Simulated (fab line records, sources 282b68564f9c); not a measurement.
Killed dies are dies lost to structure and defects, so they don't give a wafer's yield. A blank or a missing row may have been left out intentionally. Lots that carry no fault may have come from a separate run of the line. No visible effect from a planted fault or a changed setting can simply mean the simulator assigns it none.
fab line records + flow ritCmos
record
- lots=13
- wafers=39
- lastDay=7
route steps=202 shown SILICIDE@163 CONTACT@168 M1@198
lots that met no fault: taken from a fault-free run of the same line
startH: the number of hours between the record's first day and the start of the first shown wafer of the lot + waitH: hours from the lot's prior step to this one + " the same as in the row above + L1.1+2: a single row standing in for several wafers + - value missing, or start not given + * or withheld: withheld + < > ~ a bound
route shown NAME@n: names a module that has steps shown in the file, with the first one's number in the route + usual: average and standard deviation across the fault-free wafers + same: alike in all rows + chamber/n: place in a boat + sites: each site's reading + _std_site: standard deviation of those values + _edge_site: inner sites' mean taken away from outer sites' mean + radiusMm: for every site, how far away it sits from the centre of the wafer + mask NAME#n: copy n + behind: the most recent tool/chamber to have shaped the wafer + hold: reason for holding the lot/hours on hold/outcome of the hold + device: which transistor (n, p or np) failed to switch + end of line: tests run on the same wafers once the route is complete + a step without rows: its recipe alone + killed: the dies lost at the first sort to structure and to defects; this is not the yield of the wafer + map: a wafer's dies, marking killed ones x, the rest . and places with no die _
set.NAME: the run value of the setting; set.NAME@STEP: its run value at that earlier step + model.NAME: the simulator's own value behind a step, which no gauge read
one table for each step of the route and one row for each wafer, over a sample of lots
services: from which hour (startH, from the record's first day; less than 0 if before it) a tool's chamber was out of use, for how many hours, and why
## steps
# step RIT_SILICIDE_RS_MEAS_02
# recipe
- thkMeasGauge=four-point-probe
- reads=Ti_of_SILICIDE_SPUTTER_01
# usual
- SILICIDE_TI_RS=46.1/0.42
| lot.wafer | tool         | chamber | startH | waitH | SILICIDE_TI_RS[ohm/sq] |
|-----------|--------------|---------|--------|-------|------------------------|
| L254.4    | filmMetro-02 | -       | 57.03  | 0.1   | 46.6                   |
| L254.5    | "            | -       | "      | "     | 46.0                   |
| L254.6    | "            | -       | "      | "     | 46.6                   |
| L255.1    | filmMetro-01 | -       | 64.31  | 0.1   | 46.7                   |
| L255.5    | "            | -       | "      | "     | 46.3                   |
| L255.6    | "            | -       | "      | "     | 45.9                   |
| L256.2    | filmMetro-03 | -       | 70.45  | 0.1   | 46.2                   |
| L256.4    | "            | -       | "      | "     | 46.0                   |
| L256.6    | "            | -       | "      | "     | 46.1                   |
| L257.2    | filmMetro-01 | -       | 76.05  | 0.1   | 46.1                   |
| L257.3    | "            | -       | "      | "     | 46.0                   |
| L257.4    | "            | -       | "      | "     | 45.8                   |
| L258.1    | filmMetro-03 | -       | 78.04  | 0.1   | 46.1                   |
| L258.4    | "            | -       | "      | "     | 45.6                   |
| L258.5    | "            | -       | "      | "     | 45.5                   |
| L259.1    | filmMetro-02 | -       | 85.90  | 0.1   | 45.8                   |
| L259.2    | "            | -       | "      | "     | 45.9                   |
| L259.4    | "            | -       | "      | "     | 45.8                   |
| L260.1    | filmMetro-01 | -       | 90.92  | 0.1   | 45.8                   |
| L260.2    | "            | -       | "      | "     | 45.3                   |
| L260.6    | "            | -       | "      | "     | 45.8                   |
| L261.2    | filmMetro-02 | -       | 93.25  | 0.1   | 46.3                   |
| L261.5    | "            | -       | "      | "     | 46.3                   |
| L261.6    | "            | -       | "      | "     | 46.6                   |
| L263.2    | filmMetro-03 | -       | 105.52 | 0.1   | 45.7                   |
| L263.5    | "            | -       | "      | "     | 46.5                   |
| L263.6    | "            | -       | "      | "     | 45.3                   |
| L270.1    | filmMetro-01 | -       | 136.44 | 0.1   | 45.8                   |
| L270.5    | "            | -       | "      | "     | 46.2                   |
| L270.6    | "            | -       | "      | "     | 46.6                   |
| L272.1    | filmMetro-03 | -       | 153.16 | 0.1   | 45.9                   |
| L272.5    | "            | -       | "      | "     | 45.8                   |
| L272.6    | "            | -       | "      | "     | 45.9                   |
| L274.1    | filmMetro-03 | -       | 161.12 | 0.1   | 45.9                   |
| L274.3    | "            | -       | "      | "     | 46.2                   |
| L274.4    | "            | -       | "      | "     | 46.2                   |
| L275.1    | filmMetro-01 | -       | 166.68 | 0.1   | 47.2                   |
| L275.3    | "            | -       | "      | "     | 47.0                   |
| L275.5    | "            | -       | "      | "     | 46.8                   |
# step RIT_SILICIDE_RTA_06
# recipe
- tempC=750
- timeS=10
- idleTempC=25
- rampUpS=5
- rampDownS=10
- coolToC=25
- ambient=N2
# usual
- wafer_temp_C_max=755.1/1.4
| lot.wafer | tool         | chamber | startH | waitH | wafer_temp_C_max |
|-----------|--------------|---------|--------|-------|------------------|
| L254.4    | rtpAnneal-01 | 0       | 57.29  | 0.0   | 755.6            |
| L254.5    | "            | 0       | "      | "     | 754.3            |
| L254.6    | "            | 0       | "      | "     | 755.3            |
| L255.1    | rtpAnneal-02 | 0       | 64.59  | 0.0   | 753.4            |
| L255.5    | "            | 0       | "      | "     | 755.0            |
| L255.6    | "            | 0       | "      | "     | 754.9            |
| L256.2    | rtpAnneal-01 | 0       | 70.73  | 0.0   | 757.2            |
| L256.4    | "            | 0       | "      | "     | 756.3            |
| L256.6    | "            | 0       | "      | "     | 756.7            |
| L257.2    | rtpAnneal-02 | 0       | 76.33  | 0.0   | 753.1            |
| L257.3    | "            | 0       | "      | "     | 754.5            |
| L257.4    | "            | 0       | "      | "     | 754.1            |
| L258.1    | rtpAnneal-01 | 0       | 78.33  | 0.0   | 756.3            |
| L258.4    | "            | 0       | "      | "     | 756.6            |
| L258.5    | "            | 0       | "      | "     | 754.4            |
| L259.1    | rtpAnneal-02 | 0       | 86.19  | 0.0   | 753.7            |
| L259.2    | "            | 0       | "      | "     | 753.8            |
| L259.4    | "            | 0       | "      | "     | 752.7            |
| L260.1    | rtpAnneal-01 | 0       | 91.21  | 0.0   | 755.9            |
| L260.2    | "            | 0       | "      | "     | 755.9            |
| L260.6    | "            | 0       | "      | "     | 755.9            |
| L261.2    | rtpAnneal-02 | 0       | 93.53  | 0.0   | 753.2            |
| L261.5    | "            | 0       | "      | "     | 754.2            |
| L261.6    | "            | 0       | "      | "     | 753.3            |
| L263.2    | rtpAnneal-02 | 0       | 105.80 | 0.0   | 753.6            |
| L263.5    | "            | 0       | "      | "     | 754.7            |
| L263.6    | "            | 0       | "      | "     | 753.5            |
| L270.1    | rtpAnneal-01 | 0       | 136.73 | 0.0   | 756.5            |
| L270.5    | "            | 0       | "      | "     | 757.0            |
| L270.6    | "            | 0       | "      | "     | 757.4            |
| L272.1    | rtpAnneal-01 | 0       | 153.45 | 0.0   | 755.9            |
| L272.5    | "            | 0       | "      | "     | 756.0            |
| L272.6    | "            | 0       | "      | "     | 757.3            |
| L274.1    | rtpAnneal-01 | 0       | 161.41 | 0.0   | 754.8            |
| L274.3    | "            | 0       | "      | "     | 755.3            |
| L274.4    | "            | 0       | "      | "     | 755.2            |
| L275.1    | rtpAnneal-02 | 0       | 166.98 | 0.0   | 754.4            |
| L275.3    | "            | 0       | "      | "     | 754.6            |
| L275.5    | "            | 0       | "      | "     | 755.1            |
# step RIT_CONTACT_CVD_00
# recipe
- material=SiO2
- targetThkNm=400
- precursor=TEOS
- tempC=390
- timeS=61
- rfW=400
# usual
- heaterPowerW=350/45
| lot.wafer | tool     | chamber | startH | waitH | heaterPowerW |
|-----------|----------|---------|--------|-------|--------------|
| L254.4    | pecvd-01 | 1       | 57.35  | 0.0   | 248          |
| L254.5    | "        | 0       | "      | "     | 369          |
| L254.6    | "        | 2       | "      | "     | 299          |
| L255.1    | pecvd-04 | 1       | 64.66  | 0.1   | 393          |
| L255.5    | "        | 0       | "      | "     | 364          |
| L255.6    | "        | 2       | "      | "     | 261          |
| L256.2    | pecvd-02 | 1       | 70.79  | 0.0   | 400          |
| L256.4    | "        | 0       | "      | "     | 415          |
| L256.6    | "        | 1       | "      | "     | 420          |
| L257.2    | pecvd-04 | 1       | 76.38  | 0.0   | 324          |
| L257.3    | "        | 2       | "      | "     | 272          |
| L257.4    | "        | 2       | "      | "     | 275          |
| L258.1    | pecvd-02 | 0       | 78.40  | 0.1   | 311          |
| L258.4    | "        | 0       | "      | "     | 330          |
| L258.5    | "        | 1       | "      | "     | 418          |
| L259.1    | pecvd-04 | 0       | 86.26  | 0.1   | 387          |
| L259.2    | "        | 2       | "      | "     | 289          |
| L259.4    | "        | 1       | "      | "     | 367          |
| L260.1    | pecvd-02 | 1       | 91.27  | 0.1   | 450          |
| L260.2    | "        | 2       | "      | "     | 386          |
| L260.6    | "        | 2       | "      | "     | 380          |
| L261.2    | pecvd-04 | 1       | 93.59  | 0.0   | 375          |
| L261.5    | "        | 1       | "      | "     | 386          |
| L261.6    | "        | 2       | "      | "     | 299          |
| L263.2    | pecvd-01 | 1       | 105.86 | 0.0   | 320          |
| L263.5    | "        | 2       | "      | "     | 319          |
| L263.6    | "        | 0       | "      | "     | 321          |
| L270.1    | pecvd-04 | 0       | 136.80 | 0.1   | 336          |
| L270.5    | "        | 2       | "      | "     | 290          |
| L270.6    | "        | 1       | "      | "     | 373          |
| L272.1    | pecvd-01 | 0       | 153.52 | 0.1   | 368          |
| L272.5    | "        | 2       | "      | "     | 279          |
| L272.6    | "        | 0       | "      | "     | 385          |
| L274.1    | pecvd-02 | 2       | 161.48 | 0.1   | 333          |
| L274.3    | "        | 0       | "      | "     | 351          |
| L274.4    | "        | 2       | "      | "     | 352          |
| L275.1    | pecvd-01 | 0       | 167.04 | 0.1   | 352          |
| L275.3    | "        | 2       | "      | "     | 300          |
| L275.5    | "        | 0       | "      | "     | 356          |
# step RIT_CONTACT_THK_MEAS_01
# recipe
- reads=SiO2_of_CONTACT_CVD_00
# usual
- CONTACT_TEOS_THK=401/5
| lot.wafer | tool         | chamber | startH | waitH | hold                    | CONTACT_TEOS_THK[nm] |
|-----------|--------------|---------|--------|-------|-------------------------|----------------------|
| L254.4    | filmMetro-03 | -       | 57.40  | 0.0   | -                       | 401                  |
| L254.5    | "            | -       | "      | "     | -                       | 405                  |
| L254.6    | "            | -       | "      | "     | -                       | 408                  |
| L255.1    | filmMetro-02 | -       | 64.71  | 0.0   | -                       | 401                  |
| L255.5    | "            | -       | "      | "     | -                       | 404                  |
| L255.6    | "            | -       | "      | "     | -                       | 407                  |
| L256.2    | filmMetro-04 | -       | 70.85  | 0.0   | -                       | 395                  |
| L256.4    | "            | -       | "      | "     | -                       | 404                  |
| L256.6    | "            | -       | "      | "     | -                       | 396                  |
| L257.2    | filmMetro-04 | -       | 76.44  | 0.0   | -                       | 398                  |
| L257.3    | "            | -       | "      | "     | -                       | 399                  |
| L257.4    | "            | -       | "      | "     | -                       | 403                  |
| L258.1    | filmMetro-02 | -       | 78.45  | 0.0   | -                       | 401                  |
| L258.4    | "            | -       | "      | "     | -                       | 404                  |
| L258.5    | "            | -       | "      | "     | -                       | 401                  |
| L259.1    | filmMetro-02 | -       | 86.31  | 0.0   | -                       | 401                  |
| L259.2    | "            | -       | "      | "     | -                       | 398                  |
| L259.4    | "            | -       | "      | "     | -                       | 402                  |
| L260.1    | filmMetro-04 | -       | 91.32  | 0.0   | -                       | 391                  |
| L260.2    | "            | -       | "      | "     | -                       | 399                  |
| L260.6    | "            | -       | "      | "     | -                       | 407                  |
| L261.2    | filmMetro-04 | -       | 93.65  | 0.0   | -                       | 399                  |
| L261.5    | "            | -       | "      | "     | -                       | 405                  |
| L261.6    | "            | -       | "      | "     | -                       | 407                  |
| L263.2    | filmMetro-03 | -       | 105.92 | 0.0   | -                       | 403                  |
| L263.5    | "            | -       | "      | "     | -                       | 405                  |
| L263.6    | "            | -       | "      | "     | -                       | 407                  |
| L270.1    | filmMetro-03 | -       | 136.85 | 0.0   | awaitDispo/0.2h/release | 217                  |
| L270.5    | "            | -       | "      | "     | awaitDispo/0.2h/release | 405                  |
| L270.6    | "            | -       | "      | "     | awaitDispo/0.2h/release | 407                  |
| L270.1    | filmMetro-03 | -       | 137.07 | 0.2   | -                       | 217                  |
| L270.5    | "            | -       | "      | "     | -                       | 405                  |
| L270.6    | "            | -       | "      | "     | -                       | 407                  |
| L272.1    | filmMetro-02 | -       | 153.57 | 0.0   | -                       | 394                  |
| L272.5    | "            | -       | "      | "     | -                       | 399                  |
| L272.6    | "            | -       | "      | "     | -                       | 407                  |
| L274.1    | filmMetro-02 | -       | 161.55 | 0.1   | -                       | 392                  |
| L274.3    | "            | -       | "      | "     | -                       | 398                  |
| L274.4    | "            | -       | "      | "     | -                       | 399                  |
| L275.1    | filmMetro-03 | -       | 167.09 | 0.0   | -                       | 389                  |
| L275.3    | "            | -       | "      | "     | -                       | 396                  |
| L275.5    | "            | -       | "      | "     | -                       | 401                  |
# step RIT_M1_STRIP_14
# recipe
- chemistry=O2
- timeS=180
- platenTempC=withheld
- powerW=500
- pressureMtorr=4000
- o2FlowSccm=4000
# usual
- drypumpMotorCurrentA=5.9/0.61
| lot.wafer | tool           | chamber | startH | waitH | drypumpMotorCurrentA | rfHoursCounterH |
|-----------|----------------|---------|--------|-------|----------------------|-----------------|
| L254.4    | plasmaAsher-03 | 1       | 62.01  | 0.1   | 6.6                  | -               |
| L254.5    | "              | 0       | "      | "     | 6.2                  | -               |
| L254.6    | "              | 1       | "      | "     | 6.6                  | -               |
| L255.1    | plasmaAsher-03 | 0       | 69.22  | 0.0   | 6.2                  | 44              |
| L255.5    | "              | 0       | "      | "     | 6.2                  | -               |
| L255.6    | "              | 1       | "      | "     | 6.6                  | -               |
| L256.2    | plasmaAsher-01 | 1       | 75.43  | 0.0   | 6.5                  | 45              |
| L256.4    | "              | 1       | "      | "     | 6.5                  | -               |
| L256.6    | "              | 1       | "      | "     | 6.5                  | -               |
| L257.2    | plasmaAsher-02 | 1       | 81.07  | 0.0   | 4.8                  | 40              |
| L257.3    | "              | 1       | "      | "     | 4.8                  | -               |
| L257.4    | "              | 0       | "      | "     | 5.9                  | -               |
| L258.1    | plasmaAsher-01 | 0       | 82.72  | 0.0   | 5.6                  | 46              |
| L258.4    | "              | 1       | "      | "     | 6.6                  | -               |
| L258.5    | "              | 0       | "      | "     | 5.6                  | -               |
| L259.1    | plasmaAsher-01 | 1       | 90.74  | 0.0   | 6.5                  | 47              |
| L259.2    | "              | 0       | "      | "     | 5.5                  | 47              |
| L259.4    | "              | 0       | "      | "     | 5.6                  | -               |
| L260.1    | plasmaAsher-02 | 0       | 96.13  | 0.0   | 5.9                  | 42              |
| L260.2    | "              | 1       | "      | "     | 4.8                  | 42              |
| L260.6    | "              | 0       | "      | "     | 5.9                  | -               |
| L261.2    | plasmaAsher-02 | 1       | 97.91  | 0.0   | 4.8                  | 42              |
| L261.5    | "              | 1       | "      | "     | 4.8                  | -               |
| L261.6    | "              | 0       | "      | "     | 5.9                  | -               |
| L263.2    | plasmaAsher-01 | 0       | 110.18 | 0.0   | 5.6                  | 50              |
| L263.5    | "              | 0       | "      | "     | 5.5                  | -               |
| L263.6    | "              | 1       | "      | "     | 6.6                  | -               |
| L270.1    | plasmaAsher-03 | 0       | 147.46 | 0.0   | 6.2                  | 50              |
| L270.5    | "              | 1       | "      | "     | 6.6                  | -               |
| L270.6    | "              | 0       | "      | "     | 6.2                  | -               |
| L272.1    | plasmaAsher-03 | 1       | 158.17 | 0.0   | 6.6                  | 52              |
| L272.5    | "              | 1       | "      | "     | 6.6                  | -               |
| L272.6    | "              | 0       | "      | "     | 6.2                  | -               |
| L274.1    | plasmaAsher-03 | 0       | 166.06 | 0.0   | 6.2                  | 53              |
| L274.3    | "              | 0       | "      | "     | 6.2                  | -               |
| L274.4    | "              | 1       | "      | "     | 6.5                  | -               |
| L275.1    | plasmaAsher-02 | 0       | 171.36 | 0.0   | 5.9                  | 5               |
| L275.3    | "              | 0       | "      | "     | 5.9                  | -               |
| L275.5    | "              | 1       | "      | "     | 4.8                  | -               |
# step RIT_M1_PROBE_99
# usual
- killedAtContacts=0.1/0.3
- killedAtFrontEnd=7/3.4
- killedDies=7/3.4
- killedOpen=3.6/2.1
- killedShort=3.5/2.1
# same
- grossDies=264
- killed_at_M0_to_M3=0
- killed_at_M4_up=0
- killedAtBackSide=0
- killedAtOther=0
| lot.wafer | tool      | chamber | startH | waitH | killedAtContacts | killedAtFrontEnd | killedDies | killedOpen | killedShort |
|-----------|-----------|---------|--------|-------|------------------|------------------|------------|------------|-------------|
| L259.1    | prober-01 | -       | 92.65  | 0.1   | 0                | 19               | 19         | 13         | 6           |
| L259.2    | prober-01 | -       | 92.70  | 0.1   | 1                | 19               | 20         | 9          | 11          |
| L259.4    | prober-01 | -       | 92.80  | 0.2   | 0                | 14               | 14         | 7          | 7           |
| L260.1    | prober-02 | -       | 98.04  | 0.1   | 0                | 8                | 8          | 2          | 6           |
| L260.2    | prober-02 | -       | 98.09  | 0.1   | 0                | 6                | 6          | 4          | 2           |
| L260.6    | prober-02 | -       | 98.29  | 0.2   | 0                | 10               | 10         | 3          | 7           |
| L263.2    | prober-01 | -       | 112.14 | 0.1   | 0                | 7                | 7          | 3          | 4           |
| L263.5    | prober-01 | -       | 112.29 | 0.2   | 0                | 4                | 4          | 3          | 1           |
| L263.6    | prober-01 | -       | 112.34 | 0.2   | 0                | 6                | 6          | 4          | 2           |
| L270.1    | prober-02 | -       | 149.37 | 0.1   | 0                | 6                | 6          | 5          | 1           |
| L270.5    | prober-02 | -       | 149.57 | 0.2   | 0                | 2                | 2          | 0          | 2           |
| L270.6    | prober-02 | -       | 149.62 | 0.2   | 0                | 5                | 5          | 2          | 3           |
| L272.1    | prober-02 | -       | 160.08 | 0.1   | 0                | 6                | 6          | 2          | 4           |
| L272.5    | prober-02 | -       | 160.28 | 0.2   | 1                | 8                | 9          | 4          | 5           |
| L272.6    | prober-02 | -       | 160.33 | 0.2   | 0                | 12               | 12         | 7          | 5           |
| L274.1    | prober-01 | -       | 167.98 | 0.1   | 0                | 7                | 7          | 5          | 2           |
| L274.3    | prober-01 | -       | 168.08 | 0.2   | 0                | 7                | 7          | 5          | 2           |
| L274.4    | prober-01 | -       | 168.13 | 0.2   | 0                | 9                | 9          | 4          | 5           |
| L275.1    | prober-02 | -       | 173.28 | 0.1   | 1                | 5                | 6          | 1          | 5           |
| L275.3    | prober-02 | -       | 173.38 | 0.2   | 0                | 7                | 7          | 6          | 1           |
| L275.5    | prober-02 | -       | 173.48 | 0.2   | 0                | 10               | 10         | 6          | 4           |
# killed by level:class
L259.1 GATE:geometricParticle:open=4 SILICIDE:geometricParticle:open=4 GATE:geometricParticle:short=3 REOX:geometricParticle:short=3 FOX2:geometricParticle:open=2 FOX1:geometricParticle:open=1 REOX:geometricParticle:open=1 SPACER:geometricParticle:open=1
L259.2 REOX:geometricParticle:open=6 GATE:geometricParticle:short=3 FOX1:geometricParticle:short=2 FOX2:geometricParticle:short=2 REOX:geometricParticle:short=2 FOX2:geometricParticle:open=1 SILICIDE:geometricParticle:open=1 GATE:geometricParticle:open=1
L259.4 FOX1:geometricParticle:short=4 REOX:geometricParticle:open=3 FOX1:geometricParticle:open=1 FOX2:geometricParticle:open=1 GATE:geometricParticle:short=1 GATE:geometricParticle:open=1 SPACER:geometricParticle:short=1 SILICIDE:geometricParticle:open=1
L260.1 FOX1:geometricParticle:short=3 GATE:geometricParticle:short=2 GATE:geometricParticle:open=1 REOX:geometricParticle:open=1 REOX:geometricParticle:short=1
L260.2 SPACER:geometricParticle:open=2 FOX1:geometricParticle:open=1 FOX1:geometricParticle:short=1 FOX2:geometricParticle:open=1 SPACER:geometricParticle:short=1
L260.6 GATE:geometricParticle:short=3 FOX1:geometricParticle:short=2 REOX:geometricParticle:short=2 REOX:geometricParticle:open=2 GATE:geometricParticle:open=1
L263.2 GATE:geometricParticle:short=3 GATE:geometricParticle:open=1 REOX:geometricParticle:open=1 SILICIDE:geometricParticle:short=1 SILICIDE:geometricParticle:open=1
L263.5 SILICIDE:geometricParticle:open=2 GATE:geometricParticle:open=1 GATE:geometricParticle:short=1
L263.6 GATE:geometricParticle:open=2 REOX:geometricParticle:short=1 SPACER:geometricParticle:open=1 SILICIDE:geometricParticle:open=1 SILICIDE:geometricParticle:short=1
L270.1 GATE:geometricParticle:open=4 GATE:geometricParticle:short=1 REOX:geometricParticle:open=1
L270.5 FOX1:geometricParticle:short=1 GATE:geometricParticle:short=1
L270.6 GATE:geometricParticle:open=2 FOX1:geometricParticle:short=1 GATE:geometricParticle:short=1 SPACER:geometricParticle:short=1
L272.1 FOX2:geometricParticle:short=3 GATE:geometricParticle:short=1 GATE:geometricParticle:open=1 REOX:geometricParticle:open=1
L272.5 GATE:geometricParticle:open=2 SILICIDE:geometricParticle:short=2 GATE:geometricParticle:short=1 REOX:geometricParticle:short=1 REOX:geometricParticle:open=1 SILICIDE:geometricParticle:open=1 CONTACT:geometricParticle:short=1
L272.6 FOX2:geometricParticle:open=2 GATE:geometricParticle:short=2 GATE:geometricParticle:open=2 SILICIDE:geometricParticle:short=2 SILICIDE:geometricParticle:open=2 FOX1:geometricParticle:short=1 SPACER:geometricParticle:open=1
L274.1 GATE:geometricParticle:open=4 GATE:geometricParticle:short=2 SILICIDE:geometricParticle:open=1
L274.3 GATE:geometricParticle:open=4 SPACER:geometricParticle:short=2 ACTIVE:geometricParticle:open=1
L274.4 GATE:geometricParticle:open=3 GATE:geometricParticle:short=2 FOX1:geometricParticle:short=1 FOX2:geometricParticle:short=1 REOX:geometricParticle:open=1 SILICIDE:geometricParticle:short=1
L275.1 GATE:geometricParticle:short=3 GATE:geometricParticle:open=1 SPACER:geometricParticle:short=1 CONTACT:geometricParticle:short=1
L275.3 GATE:geometricParticle:open=3 SPACER:geometricParticle:open=2 FOX1:geometricParticle:open=1 GATE:geometricParticle:short=1
L275.5 GATE:geometricParticle:open=3 GATE:geometricParticle:short=3 REOX:geometricParticle:open=2 SILICIDE:geometricParticle:open=1 SILICIDE:geometricParticle:short=1
## services
| tool           | chamber | startH | hours | kind      |
|----------------|---------|--------|-------|-----------|
| pecvd-02       | -       | 35.07  | 2.8   | pm        |
| plasmaAsher-03 | -       | 70.37  | 1.0   | repair    |
| pecvd-01       | -       | 73.15  | 28.1  | pm        |
| plasmaAsher-02 | -       | 77.49  | 2.8   | pm        |
| pecvd-04       | 0       | 78.37  | 1.7   | repair    |
| pecvd-02       | 1       | 92.42  | 2.0   | repair    |
| plasmaAsher-03 | -       | 93.07  | 7.8   | repair    |
| plasmaAsher-02 | -       | 108.75 | 9.0   | pm        |
| plasmaAsher-02 | 0       | 108.75 | 9.0   | ventCycle |
| plasmaAsher-02 | 1       | 108.75 | 9.0   | ventCycle |
| plasmaAsher-02 | 0       | 117.75 | -     | clean     |
| plasmaAsher-02 | 1       | 117.75 | -     | clean     |
| plasmaAsher-01 | -       | 141.93 | 2.8   | pm        |
| plasmaAsher-02 | -       | 143.74 | 0.5   | repair    |
| pecvd-02       | 1       | 149.16 | 21.3  | repair    |
## key
firstSign
- step=RIT_CONTACT_THK_MEAS_01
- reading=visit
- direction=added
effect
- step=RIT_CONTACT_THK_MEAS_01
- reading=CONTACT_TEOS_THK
- direction=down
- sigmas=37
- usual=401
- struck=217
metAt RIT_CONTACT_CVD_00
struckLots L270
struckWafers L270.1
testerLeftOut L270
notActingAt RIT_SILICIDE_RS_MEAS_02,RIT_SILICIDE_RTA_06,RIT_M1_STRIP_14
onsetBetween 86.26 136.80
fault
- kind=processParameterDrift
- tool=pecvd-04
- chamber=0
- onsetH=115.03
- steps=RIT_CONTACT_CVD_00
- channel=targetThkNm
- offset=-183.75
- shape=step
- endH=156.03
- stated=400
# testerLeftOut: of these lots the tester's yield and bins aren't shown, on N5 and GAA mostly nor the transistor test; their killed dies are dies lost to structure and defects alone, not to doping, threshold or leakage, so they don't give the yield
